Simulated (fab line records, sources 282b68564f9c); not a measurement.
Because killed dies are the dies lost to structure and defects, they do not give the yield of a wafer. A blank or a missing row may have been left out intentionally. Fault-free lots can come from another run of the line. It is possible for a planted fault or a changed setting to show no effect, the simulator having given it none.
fab line records	flow rit_cmos
[record] lots = 6	wafers = 18	last_day = 7
route steps=202 shown SILICIDE@163 CONTACT@168 M1@202
lots untouched by any fault: they come from a run of this same line in which no faults occurred
start_h: hours from the record's opening day to when the first of the lot's shown wafers began	wait_h: hours elapsed since this lot's preceding step	" the same as in the row above	L1.1+2: one row covering several wafers at once	- no value, or no start given	* or withheld: withheld	< > ~ a bound
route shown NAME@n: a module of which the file shows steps, and the number in the route of the first	usual: the fault-free wafers' mean and standard deviation	same: alike in all rows	chamber/n: place in a boat	sites: readings site by site	_std_site: the values' standard deviation	_edge_site: mean of outer sites minus mean of inner sites	radius_mm: how far each site lies from the wafer's centre	mask NAME#n: copy n	behind: the last tool/chamber to shape the wafer	hold: what put the lot on hold/how long, in hours/how the hold closed	device: the transistor (n, p or np) that didn't switch	end of line: tests of these same wafers at the route's end	a step with no rows: only its recipe	killed: not the wafer's yield, but the dies lost to structure and defects at the first sort	map: a wafer's dies, marking killed ones x, the rest . and places with no die _
set.NAME: setting as actually run; set.NAME@STEP: the setting as run at that earlier step	model.NAME: the simulator's own value behind a step, which no gauge read
lots at selected steps of the route; one table per step, one row per wafer
services: the hour from which a tool's chamber was out of use, counted from the record's first day as start_h (under 0 if before that day), plus the number of hours and why
[[steps]]
[step RIT_SILICIDE_RS_MEAS_02]
[recipe] thk_meas_gauge = four-point-probe	reads = Ti_of_SILICIDE_SPUTTER_01
[usual] SILICIDE_TI_RS = 47.9/0.68
lot.wafer	tool	chamber	start_h	wait_h	SILICIDE_TI_RS[ohm/sq]
L199.1	film_metro-04	-	77.17	0.1	47.0
L199.3	"	-	"	"	48.0
L199.6	"	-	"	"	47.3
L203.2	film_metro-02	-	104.71	0.1	47.1
L203.3	"	-	"	"	48.3
L203.5	"	-	"	"	47.4
L206.1	film_metro-02	-	112.84	0.1	47.6
L206.5	"	-	"	"	47.6
L206.6	"	-	"	"	47.7
L209.2	film_metro-03	-	129.89	0.1	48.4
L209.3	"	-	"	"	47.9
L209.6	"	-	"	"	48.4
L214.3	film_metro-03	-	150.50	0.1	49.1
L214.4	"	-	"	"	48.3
L214.5	"	-	"	"	49.2
L216.1	film_metro-03	-	161.58	0.1	47.4
L216.4	"	-	"	"	46.8
L216.6	"	-	"	"	46.7
[step RIT_SILICIDE_THK_MEAS_03]
[recipe] thk_meas_gauge = xrf	reads = Ti_of_SILICIDE_SPUTTER_01
[usual] SILICIDE_TI_THK = 30.0/0.33
lot.wafer	tool	chamber	start_h	wait_h	SILICIDE_TI_THK[nm]
L199.1	film_metro-04	-	77.29	0.1	30.3
L199.3	"	-	"	"	29.7
L199.6	"	-	"	"	30.3
L203.2	film_metro-02	-	104.82	0.1	30.1
L203.3	"	-	"	"	29.5
L203.5	"	-	"	"	30.0
L206.1	film_metro-02	-	112.96	0.1	30.0
L206.5	"	-	"	"	29.8
L206.6	"	-	"	"	29.9
L209.2	film_metro-03	-	130.00	0.1	29.9
L209.3	"	-	"	"	30.2
L209.6	"	-	"	"	30.0
L214.3	film_metro-03	-	150.60	0.1	29.4
L214.4	"	-	"	"	29.9
L214.5	"	-	"	"	29.5
L216.1	film_metro-03	-	161.70	0.1	30.4
L216.4	"	-	"	"	30.6
L216.6	"	-	"	"	30.6
[step RIT_SILICIDE_RTA_04]
[recipe] temp_c = 650	time_s = 10	idle_temp_c = 25	ramp_up_s = 5	ramp_down_s = 5	cool_to_c = 25	ambient = N2
[usual] wafer_temp_C_max = 653.3/1.6
lot.wafer	tool	chamber	start_h	wait_h	wafer_temp_C_max
L199.1	rtp_anneal-01	0	77.35	0.1	657.0
L199.3	"	0	"	"	656.2
L199.6	"	0	"	"	655.5
L203.2	rtp_anneal-01	0	104.88	0.1	655.3
L203.3	"	0	"	"	654.0
L203.5	"	0	"	"	654.5
L206.1	rtp_anneal-01	0	113.02	0.1	653.8
L206.5	"	0	"	"	654.5
L206.6	"	0	"	"	653.9
L209.2	rtp_anneal-02	0	130.06	0.1	652.2
L209.3	"	0	"	"	652.9
L209.6	"	0	"	"	651.9
L214.3	rtp_anneal-01	0	150.67	0.1	657.5
L214.4	"	0	"	"	654.7
L214.5	"	0	"	"	653.1
L216.1	rtp_anneal-01	0	161.76	0.1	655.1
L216.4	"	0	"	"	653.6
L216.6	"	0	"	"	655.3
[step RIT_SILICIDE_WET_ETCH_05]
[recipe] chemistry = SPM	target = Ti	temp_c = 90	time_s = 120	dry = n2_spin
[step RIT_SILICIDE_RTA_06]
[recipe] temp_c = 750	time_s = 10	idle_temp_c = 25	ramp_up_s = 5	ramp_down_s = 10	cool_to_c = 25	ambient = N2
[usual] wafer_temp_C_max = 753.8/1.8
lot.wafer	tool	chamber	start_h	wait_h	wafer_temp_C_max
L199.1	rtp_anneal-02	0	77.46	0.0	751.7
L199.3	"	0	"	"	751.1
L199.6	"	0	"	"	751.8
L203.2	rtp_anneal-01	0	104.99	0.0	755.6
L203.3	"	0	"	"	755.4
L203.5	"	0	"	"	755.9
L206.1	rtp_anneal-02	0	113.12	0.0	752.3
L206.5	"	0	"	"	752.8
L206.6	"	0	"	"	751.8
L209.2	rtp_anneal-01	0	130.17	0.0	754.3
L209.3	"	0	"	"	755.7
L209.6	"	0	"	"	754.7
L214.3	rtp_anneal-02	0	150.78	0.0	752.5
L214.4	"	0	"	"	752.1
L214.5	"	0	"	"	752.9
L216.1	rtp_anneal-02	0	161.87	0.0	751.7
L216.4	"	0	"	"	751.9
L216.6	"	0	"	"	753.1
[step RIT_CONTACT_CVD_00]
[recipe] material = SiO2	target_thk_nm = 400	precursor = TEOS	temp_c = 390	time_s = 61	rf_w = 389.5
[usual] heater_power_w = 313/47
lot.wafer	tool	chamber	start_h	wait_h	heater_power_w
L199.1	pecvd-04	0	77.53	0.1	306
L199.3	"	2	"	"	360
L199.6	"	1	"	"	383
L203.2	pecvd-02	2	105.04	0.0	239
L203.3	"	1	"	"	238
L203.5	"	1	"	"	252
L206.1	pecvd-02	2	113.19	0.1	290
L206.5	"	1	"	"	312
L206.6	"	0	"	"	323
L209.2	pecvd-02	1	130.22	0.0	237
L209.3	"	2	"	"	311
L209.6	"	0	"	"	311
L214.3	pecvd-04	1	150.82	0.0	362
L214.4	"	1	"	"	391
L214.5	"	2	"	"	360
L216.1	pecvd-03	2	161.94	0.1	328
L216.4	"	1	"	"	393
L216.6	"	0	"	"	274
[step RIT_CONTACT_THK_MEAS_01]
[recipe] reads = SiO2_of_CONTACT_CVD_00
[usual] CONTACT_TEOS_THK = 398/4.6
lot.wafer	tool	chamber	start_h	wait_h	CONTACT_TEOS_THK[nm]
L199.1	film_metro-02	-	77.58	0.0	400
L199.3	"	-	"	"	394
L199.6	"	-	"	"	399
L203.2	film_metro-03	-	105.10	0.0	393
L203.3	"	-	"	"	397
L203.5	"	-	"	"	404
L206.1	film_metro-03	-	113.24	0.0	394
L206.5	"	-	"	"	407
L206.6	"	-	"	"	399
L209.2	film_metro-02	-	130.28	0.0	400
L209.3	"	-	"	"	396
L209.6	"	-	"	"	406
L214.3	film_metro-01	-	150.89	0.0	388
L214.4	"	-	"	"	397
L214.5	"	-	"	"	398
L216.1	film_metro-02	-	161.99	0.0	396
L216.4	"	-	"	"	399
L216.6	"	-	"	"	399
[step RIT_CONTACT_HMDS_02]
[recipe] prime_time_s = 60	prime_temp_c = 140
[step RIT_CONTACT_COAT_03]
[recipe] resist = NOVOLAK	spin_rpm = 3250	resist_thk_nm = 1000
[step RIT_CONTACT_SOFTBAKE_04]
[recipe] resist = NOVOLAK	temp_c = 90	time_s = 60
[step RIT_CONTACT_EXPOSE_05]
[recipe] mask_id = M11	na = 0.6	source_shape = conventional	sigma_outer = 0.5	target_cd_nm = 1000	dose_mj = 250
[step RIT_CONTACT_PEB_06]
[recipe] resist = NOVOLAK	temp_c = withheld	time_s = withheld
[step RIT_CONTACT_DEVELOP_07]
[recipe] resist = NOVOLAK	develop_time_s = 120	dev_temp_c = 23
[usual] developer_temp_C = 23.00/0.1
lot.wafer	tool	chamber	start_h	wait_h	developer_temp_C
L199.1	litho_track-04	0	78	-	22.82
L199.3	"	0	"	"	22.79
L199.6	"	0	"	"	23.05
L203.2	litho_track-04	0	106	-	25.23
L203.3	"	0	"	"	25.31
L203.5	"	0	"	"	25.31
L206.1	litho_track-04	0	114	-	25.36
L206.5	"	0	"	"	25.19
L206.6	"	0	"	"	25.30
L209.2	litho_track-03	0	131	-	23.05
L209.3	"	0	"	"	23.03
L209.6	"	0	"	"	22.97
L214.3	litho_track-03	0	152	-	22.93
L214.4	"	0	"	"	22.92
L214.5	"	0	"	"	23.02
L216.1	litho_track-01	0	162	-	23.15
L216.4	"	0	163	-	23.14
L216.6	"	0	"	"	23.05
[step RIT_CONTACT_CD_MEAS_08]
[recipe] target_cd_nm = 1000
[usual] cd_nm = 999.7/2.1
lot.wafer	tool	chamber	start_h	wait_h	cd_nm
L199.1	cd_sem-02	-	78.60	-	997.7
L199.3	"	-	"	"	997.9
L199.6	"	-	"	"	998.8
L203.2	cd_sem-02	-	106.26	-	988.8
L203.3	"	-	"	"	987.6
L203.5	"	-	"	"	990.3
L206.1	cd_sem-01	-	114.30	-	990.5
L206.5	"	-	"	"	992.0
L206.6	"	-	"	"	993.4
L209.2	cd_sem-01	-	131.44	-	998.1
L209.3	"	-	"	"	997.8
L209.6	"	-	"	"	997.4
L214.3	cd_sem-02	-	152.23	-	999.8
L214.4	"	-	"	"	999.4
L214.5	"	-	"	"	1000.4
L216.1	cd_sem-01	-	163.14	-	994.4
L216.4	"	-	"	"	994.7
L216.6	"	-	"	"	995.1
[step RIT_CONTACT_OVL_MEAS_09]
[usual] CONTACT_OVL = -0.7/1.3
lot.wafer	tool	chamber	start_h	wait_h	CONTACT_OVL[nm]
L199.1	overlay-01	-	78.72	0.1	-0.8
L199.3	"	-	"	"	-1.6
L199.6	"	-	"	"	-2.6
L203.2	overlay-02	-	106.37	0.1	0.4
L203.3	"	-	"	"	1.9
L203.5	"	-	"	"	0.2
L206.1	overlay-01	-	114.42	0.1	0.2
L206.5	"	-	"	"	-2.4
L206.6	"	-	"	"	-1.3
L209.2	overlay-02	-	131.55	0.1	-0.7
L209.3	"	-	"	"	0.5
L209.6	"	-	"	"	-0.1
L214.3	overlay-01	-	152.32	0.1	-1.7
L214.4	"	-	"	"	-1.0
L214.5	"	-	"	"	-1.1
L216.1	overlay-01	-	163.26	0.1	-1.3
L216.4	"	-	"	"	-1.2
L216.6	"	-	"	"	0.5
[step RIT_CONTACT_HARDBAKE_10]
[recipe] resist = NOVOLAK	temp_c = 140	time_s = 60
[step RIT_CONTACT_ETCH_11]
[recipe] target_depth_a = 4800	over_etch_frac = 0.2	stop_on = TiSi2	chemistry = CHF3/CF4/Ar	target = SiO2	CHF3_flow_sccm = 50	cf4_flow_sccm = 10	Ar_flow_sccm = 100	O2_flow_sccm = 5	pressure_mtorr = 100	rf_w = 200	time_s = 320
[usual] O2_flow_sccm = 4.999/0.014	drypump_motor_current_A = 5.8/0.37	oes_product_au = 0.990/0.018	throttle_valve_pct = 8.77/0.11
lot.wafer	tool	chamber	start_h	wait_h	O2_flow_sccm	drypump_motor_current_A	oes_product_au	rf_hours_counter_h	throttle_valve_pct	model.CONTACT.cd_nm
L199.1	rie_diel-04	0	78.92	0.1	4.994	5.4	0.984	96	8.84	997.5
L199.3	"	3	"	"	5.001	6.3	0.971	71	8.77	997.9
L199.6	"	3	"	"	4.994	6.3	0.969	-	8.77	998.8
L203.2	rie_diel-04	0	106.55	0.1	4.998	5.4	0.972	97	8.84	988.5
L203.3	"	2	"	"	5.003	5.5	0.985	148	8.71	987.8
L203.5	"	0	"	"	5.003	5.5	0.980	-	8.86	989.9
L206.1	rie_diel-01	0	114.60	0.1	4.998	5.5	1.013	6	8.61	991.3
L206.5	"	2	"	"	5.021	6.1	0.972	-	8.77	991.9
L206.6	"	1	"	"	5.009	5.7	1.018	-	8.62	993.9
L209.2	rie_diel-02	3	131.73	0.1	4.987	5.9	0.998	2	8.80	998.2
L209.3	"	2	"	"	5.000	6.0	0.989	143	8.79	998.1
L209.6	"	2	"	"	4.997	6.0	0.999	-	8.81	996.9
L214.3	rie_diel-04	3	152.50	0.1	5.006	6.4	0.976	73	8.79	999.9
L214.4	"	1	"	"	5.007	6.8	0.987	-	8.61	999.1
L214.5	"	3	"	"	5.002	6.3	0.971	-	8.78	999.9
L216.1	rie_diel-01	0	163.45	0.1	4.994	5.5	1.017	7	8.60	994.8
L216.4	"	2	"	"	4.975	6.1	0.966	139	8.76	994.8
L216.6	"	2	"	"	4.998	6.1	0.973	-	8.78	995.4
[step RIT_CONTACT_STRIP_12]
[recipe] chemistry = O2	time_s = 180	resist = NOVOLAK	platen_temp_c = withheld	power_w = 500	pressure_mtorr = 4000	o2_flow_sccm = 4000
[usual] drypump_motor_current_A = 5.4/0.47
lot.wafer	tool	chamber	start_h	wait_h	drypump_motor_current_A	rf_hours_counter_h
L199.1	plasma_asher-01	0	79.12	0.1	5.4	45
L199.3	"	1	"	"	4.8	-
L199.6	"	1	"	"	4.8	-
L203.2	plasma_asher-04	1	106.74	0.1	5.0	47
L203.3	"	0	"	"	6.1	-
L203.5	"	0	"	"	6.1	-
L206.1	plasma_asher-03	0	114.80	0.1	5.7	49
L206.5	"	0	"	"	5.7	-
L206.6	"	1	"	"	4.9	-
L209.2	plasma_asher-03	1	131.92	0.1	4.9	51
L209.3	"	0	"	"	5.7	-
L209.6	"	1	"	"	4.9	-
L214.3	plasma_asher-04	0	152.75	0.2	6.1	-
L214.4	"	1	"	"	5.0	-
L214.5	"	1	"	"	5.0	-
L216.1	plasma_asher-01	1	163.64	0.1	4.8	3
L216.4	"	0	"	"	5.3	-
L216.6	"	0	"	"	5.4	-
[step RIT_M1_PROBE_99]
[usual] killed_at_contacts = 0.1/0.27	killed_at_front_end = 7/3	killed_dies = 7.0/3	killed_open = 3.5/2.1	killed_short = 3.4/1.9
[same] gross_dies = 264	killed_at_M0_to_M3 = 0	killed_at_M4_up = 0	killed_at_back_side = 0	killed_at_other = 0
lot.wafer	tool	chamber	start_h	wait_h	killed_at_contacts	killed_at_front_end	killed_dies	killed_open	killed_short	model.etest.contact_to_gate.bv_left_v	model.etest.contact_to_gate.bv_right_v
L199.1	prober-02	-	84.02	0.1	0	11	11	6	4	90.6	90.62
L199.3	prober-02	-	84.12	0.2	0	9	9	7	2	91.58	89.86
L199.6	prober-02	-	84.27	0.2	0	5	5	1	4	90.14	89.39
L203.2	prober-02	-	111.75	0.1	0	11	11	5	6	92.15	92.59
L203.3	prober-02	-	111.80	0.2	0	12	12	7	5	97.99	95.76
L203.5	prober-02	-	111.90	0.2	0	6	6	4	2	93.24	94.57
L206.1	prober-01	-	120.30	0.1	0	5	5	3	2	93.48	90.22
L206.5	prober-01	-	120.50	0.2	0	6	6	5	1	92.84	91.44
L206.6	prober-01	-	120.55	0.2	0	7	7	2	5	87.71	90.15
L209.2	prober-02	-	136.72	0.1	0	11	11	3	8	94.06	89.81
L209.3	prober-02	-	136.77	0.2	0	12	12	10	1	87.87	92.72
L209.6	prober-02	-	136.92	0.2	0	11	11	7	3	91.41	90.87
L214.3	prober-01	-	157.70	0.2	0	8	8	5	3	92.39	89.91
L214.4	prober-01	-	157.75	0.2	0	7	7	5	2	92.97	93.88
L214.5	prober-01	-	157.80	0.2	0	3	3	2	1	90.05	90.74
L216.1	prober-01	-	168.42	0.1	0	6	6	1	5	91.75	89.13
L216.4	prober-01	-	168.57	0.2	1	3	4	2	2	91.41	91.72
L216.6	prober-01	-	168.67	0.2	0	5	5	1	4	94.61	90.46
// killed by level:class
L199.1 GATE:geometric_particle:open=4 SPACER:geometric_particle:short=2 SILICIDE:geometric_particle:open=2 GATE:geometric_particle:short=1 REOX:geometric_particle:short=1 PRETRO:coat_microbubble_printed=1
L199.3 SPACER:geometric_particle:open=4 REOX:geometric_particle:open=2 FOX2:geometric_particle:short=1 SILICIDE:geometric_particle:short=1 SILICIDE:geometric_particle:open=1
L199.6 SPACER:geometric_particle:short=2 FOX2:geometric_particle:open=1 GATE:geometric_particle:short=1 REOX:geometric_particle:short=1
L203.2 GATE:geometric_particle:short=3 GATE:geometric_particle:open=2 FOX1:geometric_particle:short=1 FOX2:geometric_particle:open=1 REOX:geometric_particle:open=1 REOX:geometric_particle:short=1 SILICIDE:geometric_particle:short=1 SILICIDE:geometric_particle:open=1
L203.3 GATE:geometric_particle:open=3 FOX1:geometric_particle:short=2 GATE:geometric_particle:short=2 SILICIDE:geometric_particle:open=2 FOX1:geometric_particle:open=1 FOX2:geometric_particle:short=1 REOX:geometric_particle:open=1
L203.5 FOX1:geometric_particle:open=2 FOX2:geometric_particle:open=1 GATE:geometric_particle:open=1 REOX:geometric_particle:short=1 SILICIDE:geometric_particle:short=1
L206.1 SPACER:geometric_particle:short=2 SPACER:geometric_particle:open=2 REOX:geometric_particle:open=1
L206.5 SILICIDE:geometric_particle:open=2 SPACER:geometric_particle:open=2 REOX:geometric_particle:short=1 REOX:geometric_particle:open=1
L206.6 GATE:geometric_particle:short=3 FOX1:geometric_particle:short=1 REOX:geometric_particle:open=1 SPACER:geometric_particle:short=1 SILICIDE:geometric_particle:open=1
L209.2 SPACER:geometric_particle:short=3 GATE:geometric_particle:short=2 FOX1:geometric_particle:open=1 FOX1:geometric_particle:short=1 FOX2:geometric_particle:open=1 GATE:geometric_particle:open=1 REOX:geometric_particle:short=1 SILICIDE:geometric_particle:short=1
L209.3 GATE:geometric_particle:open=4 FOX1:geometric_particle:open=2 FOX2:geometric_particle:open=2 FOX1:geometric_particle:short=1 SPACER:geometric_particle:open=1 SILICIDE:geometric_particle:open=1 NWELL:coat_microbubble_printed=1
L209.6 GATE:geometric_particle:open=5 FOX1:geometric_particle:short=2 GATE:geometric_particle:short=1 REOX:geometric_particle:open=1 SPACER:geometric_particle:open=1 NWELL:coat_microbubble_printed=1
L214.3 GATE:geometric_particle:short=2 GATE:geometric_particle:open=2 FOX1:geometric_particle:open=1 SPACER:geometric_particle:short=1 SPACER:geometric_particle:open=1 SILICIDE:geometric_particle:open=1
L214.4 GATE:geometric_particle:open=3 FOX2:geometric_particle:open=1 GATE:geometric_particle:short=1 SPACER:geometric_particle:short=1 SILICIDE:geometric_particle:open=1
L214.5 GATE:geometric_particle:open=1 GATE:geometric_particle:short=1 SILICIDE:geometric_particle:open=1
L216.1 FOX1:geometric_particle:short=2 FOX2:geometric_particle:open=1 FOX2:geometric_particle:short=1 GATE:geometric_particle:short=1 SILICIDE:geometric_particle:short=1
L216.4 GATE:geometric_particle:short=1 SPACER:geometric_particle:open=1 SILICIDE:geometric_particle:open=1 CONTACT:geometric_particle:short=1
L216.6 SILICIDE:geometric_particle:short=3 GATE:geometric_particle:short=1 GATE:geometric_particle:open=1
[[services]]
tool	chamber	start_h	hours	kind
plasma_asher-03	-	63.43	0.4	repair
rie_diel-02	1	66.11	4.4	repair
rie_diel-04	2	71.65	5.1	repair
rie_diel-02	3	77.78	5.2	repair
rie_diel-04	3	86.38	5.6	repair
plasma_asher-01	-	108.87	9.0	pm
plasma_asher-01	0	108.87	9.0	vent_cycle
plasma_asher-01	1	108.87	9.0	vent_cycle
rie_diel-04	3	109.74	5.1	repair
plasma_asher-01	-	117.87	2.8	pm
plasma_asher-01	0	117.87	-	clean
plasma_asher-01	-	120.62	14.6	pm
rtp_anneal-02	-	122.76	3.2	pm
rie_diel-02	0	130.28	9.4	repair
rie_diel-02	-	132.17	2.4	repair
rie_diel-01	3	133.35	11.7	repair
rie_diel-04	1	133.55	-	clean
rie_diel-04	1	133.55	14.6	scheduled_down
rie_diel-04	1	133.55	14.6	vent_cycle
rie_diel-04	2	151.45	-	clean
rie_diel-04	2	151.45	15.7	scheduled_down
rie_diel-04	2	151.45	15.7	vent_cycle
pecvd-04	0	155.89	4.8	repair
rie_diel-02	3	159.53	3.1	repair
[[key]]
[first_sign] step = RIT_CONTACT_DEVELOP_07	reading = developer_temp_C	direction = up	sigmas = 23	usual = *	struck = *
[effect] step = RIT_CONTACT_CD_MEAS_08	reading = cd_nm	direction = down	sigmas = 4.5	usual = 999.7	struck = 990.4	through = control_loop
[model_effect] step = RIT_CONTACT_ETCH_11	value = CONTACT.cd_nm	without = 1002	struck = 990.6
[model_effect] step = RIT_M1_PROBE_99	value = etest.contact_to_gate.bv_left_v	without = 90.1	struck = 92.9
met_at RIT_CONTACT_DEVELOP_07
struck_wafers L203.2,L203.3,L203.5,L206.1,L206.5,L206.6
tester_left_out L203,L206
[loop_trim] step = RIT_CONTACT_EXPOSE_05	setting = dose	lots = L206
onset_between 78 106
[fault] kind = process_parameter_drift	tool = litho_track-04	chamber = -	onset_h = 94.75	steps = RIT_CONTACT_DEVELOP_07	channel = dev_temp_c	offset = *	shape = step	end_h = 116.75	acts_in = *	stated = *
// tester_left_out: of these lots the tester's yield and bins aren't shown, on N5 and GAA mostly nor the transistor test; their killed dies are dies lost to structure and defects alone, not to doping, threshold or leakage, so they don't give the yield
// loop_trim: a control loop set the setting to another value than it would have without faults
